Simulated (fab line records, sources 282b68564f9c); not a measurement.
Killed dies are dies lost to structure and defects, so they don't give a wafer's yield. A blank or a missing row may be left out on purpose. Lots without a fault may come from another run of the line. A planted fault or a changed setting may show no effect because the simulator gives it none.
One fault seen from 2 desks | flow rit_cmos | each desk has only its own numbers; what lay behind them comes last

THE TOOL OWNER'S DESK: lpcvd-02
The tool's own readings at RIT_GATE_CVD_08 (deposits poly-Si from SiH4, target thk 250 nm, time 2220 s): means of the sampled wafers that have a number, for each lot that ran on this tool. A lot is out of limits, marked OUT, if its mean lies more than 4 standard deviations from the usual mean; the brackets give that distance.
Columns: A = sih4_flow_sccm at RIT_GATE_CVD_08, usual 100.0 sccm; B = spike_tc_centre_C at RIT_GATE_CVD_08, usual 612.0 C; C = spike_tc_load_C at RIT_GATE_CVD_08, usual 630 C; D = spike_tc_source_C at RIT_GATE_CVD_08, usual 631.4 C; E = susceptor_temp_C at RIT_GATE_CVD_08, usual 610.04 C; F = zone_power_load_pct at RIT_GATE_CVD_08, usual 11.6 %
lot  | first seen here | A     | B               | C             | D               | E                        | F
L554 | day 2 20:12     | 100.3 | 612.9           | 633           | 630.7           | 610.04                   | 11.4
L557 | day 3 11:43     | 100.3 | 612.0           | 633           | 629.4           | 610.03                   | 11.6
L558 | day 3 16:19     | 99.9  | 610.9           | 629           | 635.6           | 609.60                   | 11.3
L561 | day 4 08:03     | 99.9  | 566.1 (-42) OUT | 586 (-12) OUT | 584.1 (-23) OUT | 564.55 (-99 or more) OUT | 10.0
L562 | day 4 11:22     | 100.3 | 566.7 (-41) OUT | 587 (-12) OUT | 584.8 (-22) OUT | 564.52 (-99 or more) OUT | 9.9
This desk's finding: out of limits on L561, L562; first on L561, day 4 08:03 (spike_tc_centre_C at RIT_GATE_CVD_08). In limits: L554, L557, L558.

THE METROLOGY DESK
What the gauges read, lot by lot, whatever tool the lot ran on: means of the sampled wafers that have a number. A lot is out of limits, marked OUT, if its mean lies more than 4 standard deviations from the usual mean; the brackets give that distance.
Columns: A = PRETRO_OVL at RIT_PRETRO_OVL_MEAS_06, usual 0.8 nm; B = GATE_POLY_THK at RIT_GATE_THK_MEAS_09, usual 250.9 nm; C = PLDD_OVL at RIT_PLDD_OVL_MEAS_06, usual 0.0 nm
lot  | first seen here | A    | B              | C
L552 | day 2 08:27     | -0.2 | 251.7          | -1.0
L553 | day 2 13:07     | 1.9  | 250.6          | 1.4
L554 | day 2 17:34     | 1.0  | 249.3          | -1.3
L555 | day 2 22:05     | 1.1  | 248.0          | -0.1
L556 | day 3 03:57     | 1.9  | 252.1          | -0.6
L557 | day 3 08:49     | 0.7  | 252.5          | -0.2
L558 | day 3 12:56     | -0.5 | 253.0          | -0.3
L560 | day 3 22:35     | -0.2 | 253.6          | -1.0
L561 | day 4 05:31     | 1.9  | 80.3 (-81) OUT | 0.2
L562 | day 4 08:45     | -0.2 | 80.8 (-81) OUT | -2.1
L570 | day 6 00:26     | -0.4 | 253.5          | 0.0
L574 | day 6 21:13     | 0.1  | 252.8          | -1.1
L575 | day 7 01:41     | 2.6  | 250.7          | -0.3
This desk's finding: out of limits on L561, L562; first on L561, day 4 09:40 (GATE_POLY_THK at RIT_GATE_THK_MEAS_09). In limits: L552, L553, L554, L555, L556, L557, L558, L560, L570, L574, L575.

PUT TOGETHER
The tool owner's desk could have raised an alarm at day 4 08:03, on L561, L562.
The metrology desk could have raised an alarm at day 4 09:40, on L561, L562.
Of the lots named, all ran RIT_GATE_CVD_08 on lpcvd-02.

WHAT THE SIMULATOR HAD PUT IN
Process parameter drift: lpcvd-02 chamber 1, from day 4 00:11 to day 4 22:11, at RIT_GATE_CVD_08. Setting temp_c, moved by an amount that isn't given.
Lots struck among those shown: L561, L562.
Hours from the fault's start to each desk's first reading out of limits: the tool owner's desk, 8; the metrology desk, 9.
